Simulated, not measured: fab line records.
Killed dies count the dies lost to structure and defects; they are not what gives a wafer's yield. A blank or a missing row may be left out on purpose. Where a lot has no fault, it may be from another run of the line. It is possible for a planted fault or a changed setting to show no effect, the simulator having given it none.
Struck lot and sound lot, side by side -- flow rit-cmos -- 15 out of 202 route steps
Sound: these wafers, L240.1, L240.3, L240.4. Struck: wafer L251.3 (L251.5, L251.6, from the same lot, were not struck and are left out); the cause is given at the end.
For every step that has rows: the tool of each side, followed by ch and its chambers, followed by its first start. Under that, the readings that differ: sound wafers -- struck wafers -- difference of the means -- sigmas: that difference in standard deviations of wafers without a fault.
alike: readings with means less than 2 such deviations apart, plus words and numbers identical on both sides. not compared: withheld readings, readings lacking a value on some wafer, bounds such as >300 that could conceal the same value, and numbers that have no deviation in the record and whose values overlap.
A row with sigmas, a row that says differs or no value, or rows on one side alone: a step with any of these is where the two part. Numbers that don't overlap but have no deviation are shown without sigmas and don't part them. Lack of a reading on every wafer of one side parts them only where that side has two or more wafers.

RIT_GATE_THK_MEAS_07:
  struck on film-metro-01, day 5 05:04; sound on film-metro-02, day 3 00:42
  alike: GATE_OXIDE_THK
then, 1 step without rows for these wafers: RIT_GATE_CVD_08 (deposits poly-Si from SiH4, target thk 250 nm, time 2220 s).
RIT_GATE_THK_MEAS_09:
  struck on film-metro-02, day 5 06:48; sound on film-metro-02, day 3 02:23
  alike: GATE_POLY_THK
then, 6 steps without rows for these wafers: RIT_GATE_HMDS_10 (prime time 60 s); RIT_GATE_COAT_11 (resist thk 850 nm); RIT_GATE_SOFTBAKE_12 (time 60 s); RIT_GATE_EXPOSE_13 (exposes mask M6, target cd 150 nm); RIT_GATE_PEB_14; RIT_GATE_DEVELOP_15 (develop time 50 s).
RIT_GATE_CD_MEAS_16: the cd target is 150 nm.
  struck on cd-sem-01, day 5 07:53; sound on cd-sem-02, day 3 03:32
  alike: cd-nm
RIT_GATE_OVL_MEAS_17:
  struck on overlay-02, day 5 07:58; sound on overlay-01, day 3 03:40
  alike: GATE_OVL
then, 1 step without rows for these wafers: RIT_GATE_HARDBAKE_18 (time 60 s).
RIT_GATE_ETCH_19: etches poly-Si in SF6/CHF3/O2, stops on SiO2, time 168.1 s, target depth 312.5 nm.
  sound on rie-si-02 ch 0,1,3, day 3 03:53; struck on rie-si-02 ch 2, day 5 08:14
reading,sound,struck,difference,sigmas
oes-product-au (a.u.),0.811 0.829 0.828,0.759,-0.064,-5
model.etch.depth-nm (nm),246 247.4 247.7,213.9,-33.1,
model.GATE.feature-depth-nm (nm),246 247.4 247.7,213.9,-33.1,
model.NOVOLAK_of_GATE_COAT_11.thk-nm (nm),666.3 669.6 668.5,695.3,+27.2,
  alike: drypump-motor-current-A, throttle-valve-pct
  not compared: rf-hours-counter-h
RIT_GATE_STRIP_20: strips in O2, time 180 s.
  sound on plasma-asher-04 ch 0,1, day 3 04:00; struck on plasma-asher-04 ch 1, day 5 08:24
  alike: drypump-motor-current-A
  not compared: rf-hours-counter-h
RIT_M1_PROBE_99:
  struck on prober-01, day 6 07:10; sound on prober-02, day 4 03:32
reading,sound,struck,difference,sigmas
killed-at-front-end,5 8 5,264,+258,+78
killed-dies,5 8 5,264,+258,+78
killed-on-rim,2 2 4,70,+67,+45
  alike: killed-at-contacts, killed-open, killed-short

WHERE THEY PART
At RIT_GATE_ETCH_19 first; at RIT_M1_PROBE_99 last (within this record only).

WHY: whatever the simulator had introduced
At RIT_GATE_ETCH_19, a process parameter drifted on rie-si-02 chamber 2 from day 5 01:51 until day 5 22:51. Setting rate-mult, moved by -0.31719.
